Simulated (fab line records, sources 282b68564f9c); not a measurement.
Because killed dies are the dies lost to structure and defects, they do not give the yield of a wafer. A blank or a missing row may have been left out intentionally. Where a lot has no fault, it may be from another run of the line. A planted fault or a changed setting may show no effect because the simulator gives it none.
fab line records	flow rit_cmos
record: lots: 6	wafers: 18	last_day: 8
route steps=202 shown NRETRO@57 PRETRO@64 M1@202
lots untouched by any fault: they come from a run of this same line in which no faults occurred
start_h: start of the lot's first displayed wafer, in hours after the record's first day	wait_h: hours since the lot's step before	" the same as in the row above	L1.1+2: several wafers, shown together as one row	- no value present, or no start provided	* or withheld: withheld	< > ~ a bound
route shown NAME@n: NAME is a module with steps in the file, n the number in the route of the first one	usual: the fault-free wafers' mean and standard deviation	same: alike in all rows	chamber/n: place in a boat	sites: readings site by site	_std_site: standard deviation across them	_edge_site: mean of outer sites minus mean of inner sites	radius_mm: for every site, how far away it sits from the centre of the wafer	mask NAME#n: copy n	behind: the last tool/chamber to shape the wafer	hold: reason for holding the lot/hours on hold/outcome of the hold	device: the n, p or np transistor that did not switch	end of line: the same wafers' tests at the end of the route	a step given without rows: its recipe and nothing more	killed: count of dies lost to structure and defects at first sort (not the wafer's yield)	map: shows each die of a wafer: x if killed, . if not, _ if none is there
set.NAME: the setting as run; set.NAME@STEP: as run at that earlier step	model.NAME: the simulator's own value behind a step, which no gauge read
certain route steps with their lots: each step a table, each wafer a row
services: from which hour (start_h, from the record's first day; less than 0 if before it) a tool's chamber was out of use, for how many hours, and why
== steps ==
step: RIT_NRETRO_PEB_04
recipe: resist: NOVOLAK	temp_c: withheld	time_s: withheld
step: RIT_NRETRO_DEVELOP_05
recipe: resist: NOVOLAK	develop_time_s: 68	dev_temp_c: 23
step: RIT_NRETRO_OVL_MEAS_06
usual: NRETRO_OVL: -1.4/1.5
lot.wafer	tool	chamber	start_h	wait_h	NRETRO_OVL[nm]
L461.3	overlay-02	-	47.73	-	-4.5
L461.4	"	-	"	"	-1.9
L461.5	"	-	"	"	-3.2
L463.3	overlay-01	-	56.73	-	-2.0
L463.4	"	-	"	"	-0.7
L463.6	"	-	"	"	-0.9
L473.2	overlay-01	-	105.61	-	-2.7
L473.3	"	-	"	"	-2.4
L473.4	"	-	"	"	-3.1
L476.3	overlay-02	-	127.43	-	-1.1
L476.5	"	-	"	"	-2.8
L476.6	"	-	"	"	-0.7
L477.1	overlay-02	-	136.27	-	0.2
L477.3	"	-	"	"	-1.1
L477.6	"	-	"	"	1.8
L480.3	overlay-01	-	154.01	-	-0.9
L480.4	"	-	"	"	-1.2
L480.5	"	-	"	"	-0.8
step: RIT_NRETRO_HARDBAKE_07
recipe: resist: NOVOLAK	temp_c: 140	time_s: 120
step: RIT_NRETRO_IMPLANT_08
recipe: species: P	energy_kev: 70	dose_cm2: 1e+13	tilt_deg: 7
step: RIT_NRETRO_STRIP_09
recipe: chemistry: O2	time_s: 180	resist: NOVOLAK	platen_temp_c: withheld	power_w: 500	pressure_mtorr: 4000	o2_flow_sccm: 4000
usual: drypump_motor_current_A: 5.4/0.34	o2_flow_sccm: 4000/12
lot.wafer	tool	chamber	start_h	wait_h	drypump_motor_current_A	o2_flow_sccm	rf_hours_counter_h
L461.3	plasma_asher-03	0	48.21	0.1	5.7	4018	-
L461.4	"	1	"	"	5.2	4001	-
L461.5	"	1	"	"	5.2	4005	-
L463.3	plasma_asher-04	0	57.22	0.1	5.3	4008	-
L463.4	"	1	"	"	5.9	3983	-
L463.6	"	1	"	"	5.9	4014	-
L473.2	plasma_asher-04	1	106.04	0.1	5.9	3990	50
L473.3	"	0	"	"	5.3	3981	-
L473.4	"	1	"	"	5.9	3970	-
L476.3	plasma_asher-03	1	127.91	0.1	5.2	3981	-
L476.5	"	1	"	"	5.2	3994	-
L476.6	"	0	"	"	5.8	3982	-
L477.1	plasma_asher-04	0	136.70	0.1	5.3	3983	53
L477.3	"	1	"	"	5.9	4009	-
L477.6	"	1	"	"	5.9	4004	-
L480.3	plasma_asher-01	0	154.49	0.1	5.3	4035	-
L480.4	"	1	"	"	4.9	4004	-
L480.5	"	0	"	"	5.3	4035	-
step: RIT_NRETRO_TW_MEAS_10
usual: NRETRO_TW: 1051/9.5
lot.wafer	tool	chamber	start_h	wait_h	NRETRO_TW
L461.3	film_metro-01	-	48.35	0.1	1054
L461.4	"	-	"	"	1049
L461.5	"	-	"	"	1045
L463.3	film_metro-01	-	57.35	0.1	1048
L463.4	"	-	"	"	1050
L463.6	"	-	"	"	1049
L473.2	film_metro-01	-	106.23	0.1	1048
L473.3	"	-	"	"	1050
L473.4	"	-	"	"	1048
L476.3	film_metro-01	-	128.05	0.1	1041
L476.5	"	-	"	"	1047
L476.6	"	-	"	"	1041
L477.1	film_metro-01	-	136.88	0.1	1054
L477.3	"	-	"	"	1050
L477.6	"	-	"	"	1043
L480.3	film_metro-04	-	154.63	0.1	1046
L480.4	"	-	"	"	1047
L480.5	"	-	"	"	1051
step: RIT_PRETRO_HMDS_00
recipe: prime_time_s: 60	prime_temp_c: 140
step: RIT_PRETRO_COAT_01
recipe: resist: NOVOLAK	spin_rpm: 2000	resist_thk_nm: 1300
step: RIT_PRETRO_SOFTBAKE_02
recipe: resist: NOVOLAK	temp_c: 90	time_s: 60
step: RIT_PRETRO_EXPOSE_03
recipe: mask_id: M5	na: 0.57	target_cd_nm: 43700	dose_mj: 250
step: RIT_PRETRO_PEB_04
recipe: resist: NOVOLAK	temp_c: withheld	time_s: withheld
step: RIT_PRETRO_DEVELOP_05
recipe: resist: NOVOLAK	develop_time_s: 68	dev_temp_c: 23
usual: developer_temp_C: 22.99/0.11
lot.wafer	tool	chamber	start_h	wait_h	developer_temp_C
L461.3	litho_track-02	0	49	-	23.06
L461.4	"	0	"	"	23.11
L461.5	"	0	"	"	23.06
L463.3	litho_track-03	0	58	-	22.99
L463.4	"	0	"	"	22.99
L463.6	"	0	"	"	22.98
L473.2	litho_track-03	0	107	-	23.92
L473.3	"	0	"	"	23.98
L473.4	"	0	"	"	23.99
L476.3	litho_track-03	0	128	-	23.87
L476.5	"	0	129	-	23.90
L476.6	"	0	"	"	23.88
L477.1	litho_track-02	0	137	-	23.13
L477.3	"	0	"	"	22.94
L477.6	"	0	"	"	22.97
L480.3	litho_track-02	0	155	-	23.06
L480.4	"	0	"	"	23.14
L480.5	"	0	"	"	23.01
step: RIT_PRETRO_OVL_MEAS_06
usual: PRETRO_OVL: 0.6/1.3
lot.wafer	tool	chamber	start_h	wait_h	PRETRO_OVL[nm]
L461.3	overlay-01	-	49.36	-	3.1
L461.4	"	-	"	"	0.1
L461.5	"	-	"	"	1.6
L463.3	overlay-02	-	58.41	-	2.9
L463.4	"	-	"	"	2.1
L463.6	"	-	"	"	2.5
L473.2	overlay-02	-	107.29	-	-0.3
L473.3	"	-	"	"	-1.6
L473.4	"	-	"	"	-1.4
L476.3	overlay-01	-	129.09	-	-1.7
L476.5	"	-	"	"	-0.4
L476.6	"	-	"	"	0.4
L477.1	overlay-01	-	137.82	-	0.4
L477.3	"	-	"	"	-0.1
L477.6	"	-	"	"	0.4
L480.3	overlay-02	-	155.74	-	0.8
L480.4	"	-	"	"	0.3
L480.5	"	-	"	"	0.5
step: RIT_M1_PROBE_99
usual: killed_at_front_end: 7/3.1	killed_dies: 7/3.2	killed_on_rim: 1.8/1.4	killed_open: 3.8/2.1	killed_short: 3.6/2
same: gross_dies: 264	killed_at_M0_to_M3: 0	killed_at_M4_up: 0	killed_at_back_side: 0	killed_at_contacts: 0	killed_at_other: 0
lot.wafer	tool	chamber	start_h	wait_h	killed_at_front_end	killed_dies	killed_on_rim	killed_open	killed_short
L461.3	prober-02	-	77.44	0.2	7	7	1	3	4
L461.4	prober-02	-	77.49	0.2	6	6	2	3	3
L461.5	prober-02	-	77.54	0.2	9	9	3	6	3
L463.3	prober-02	-	87.46	0.2	6	6	3	4	2
L463.4	prober-02	-	87.51	0.2	11	11	4	6	5
L463.6	prober-02	-	87.61	0.2	13	13	3	7	6
L476.3	prober-01	-	165.86	0.2	5	5	0	3	2
L476.5	prober-01	-	165.96	0.2	15	15	0	10	5
L476.6	prober-01	-	166.01	0.2	7	7	1	4	3
L477.1	prober-02	-	173.00	0.1	7	7	2	3	4
L477.3	prober-02	-	173.10	0.2	4	4	0	3	1
L477.6	prober-02	-	173.25	0.2	14	14	5	7	7
L480.3	prober-02	-	192.60	0.2	4	4	1	4	0
L480.4	prober-02	-	192.65	0.2	5	5	2	2	3
L480.5	prober-02	-	192.70	0.2	7	7	3	5	2
killed by level:class
L461.3 GATE:geometric_particle:short=2 FOX2:geometric_particle:open=1 REOX:geometric_particle:short=1 SPACER:geometric_particle:open=1 SILICIDE:geometric_particle:short=1 SILICIDE:geometric_particle:open=1
L461.4 REOX:geometric_particle:open=2 GATE:geometric_particle:short=1 GATE:geometric_particle:open=1 SPACER:geometric_particle:short=1 SILICIDE:geometric_particle:short=1
L461.5 GATE:geometric_particle:open=2 SPACER:geometric_particle:open=2 FOX2:geometric_particle:open=1 GATE:geometric_particle:short=1 REOX:geometric_particle:open=1 REOX:geometric_particle:short=1 SPACER:geometric_particle:short=1
L463.3 SILICIDE:geometric_particle:open=3 REOX:geometric_particle:short=2 FOX2:geometric_particle:open=1
L463.4 FOX2:geometric_particle:open=2 GATE:geometric_particle:open=2 REOX:geometric_particle:short=2 FOX2:geometric_particle:short=1 GATE:geometric_particle:short=1 SPACER:geometric_particle:short=1 SPACER:geometric_particle:open=1 SILICIDE:geometric_particle:open=1
L463.6 GATE:geometric_particle:short=2 REOX:geometric_particle:short=2 REOX:geometric_particle:open=2 SPACER:geometric_particle:open=2 SILICIDE:geometric_particle:open=2 FOX2:geometric_particle:open=1 FOX2:geometric_particle:short=1 SILICIDE:geometric_particle:short=1
L476.3 FOX1:geometric_particle:open=1 GATE:geometric_particle:open=1 REOX:geometric_particle:short=1 SPACER:geometric_particle:short=1 SILICIDE:geometric_particle:open=1
L476.5 GATE:geometric_particle:open=4 GATE:geometric_particle:short=3 REOX:geometric_particle:open=3 FOX1:geometric_particle:short=1 FOX1:geometric_particle:open=1 SPACER:geometric_particle:short=1 SPACER:geometric_particle:open=1 SILICIDE:geometric_particle:open=1
L476.6 GATE:geometric_particle:open=2 FOX1:geometric_particle:short=1 FOX2:geometric_particle:open=1 FOX2:geometric_particle:short=1 SPACER:geometric_particle:open=1 SPACER:geometric_particle:short=1
L477.1 GATE:geometric_particle:short=4 FOX1:geometric_particle:open=1 GATE:geometric_particle:open=1 SPACER:geometric_particle:open=1
L477.3 SILICIDE:geometric_particle:open=2 GATE:geometric_particle:short=1 SPACER:geometric_particle:open=1
L477.6 GATE:geometric_particle:short=3 SILICIDE:geometric_particle:short=3 SILICIDE:geometric_particle:open=3 GATE:geometric_particle:open=2 REOX:geometric_particle:open=2 SPACER:geometric_particle:short=1
L480.3 GATE:geometric_particle:open=3 SPACER:geometric_particle:open=1
L480.4 GATE:geometric_particle:short=2 FOX1:geometric_particle:short=1 GATE:geometric_particle:open=1 REOX:geometric_particle:open=1
L480.5 FOX1:geometric_particle:open=2 GATE:geometric_particle:open=2 FOX2:geometric_particle:short=1 FOX2:geometric_particle:open=1 GATE:geometric_particle:short=1
== services ==
tool	chamber	start_h	hours	kind
plasma_asher-03	-	54.35	4.3	repair
plasma_asher-01	-	54.84	6.3	repair
== key ==
first_sign: step: RIT_PRETRO_DEVELOP_05	reading: developer_temp_C	direction: up	sigmas: 8.4	usual: *	struck: *
effect none on later readings
met_at RIT_PRETRO_DEVELOP_05
struck_wafers L473.2,L473.3,L473.4,L476.3,L476.5,L476.6
tester_left_out L473,L476
onset_between 58 107
fault: kind: process_parameter_drift	tool: litho_track-03	chamber: -	onset_h: 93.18	steps: RIT_PRETRO_DEVELOP_05	channel: dev_temp_c	offset: *	shape: step	end_h: 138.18	acts_in: *	stated: *
tester_left_out: of these lots the tester's yield and bins aren't shown, on N5 and GAA mostly nor the transistor test; their killed dies are dies lost to structure and defects alone, not to doping, threshold or leakage, so they don't give the yield
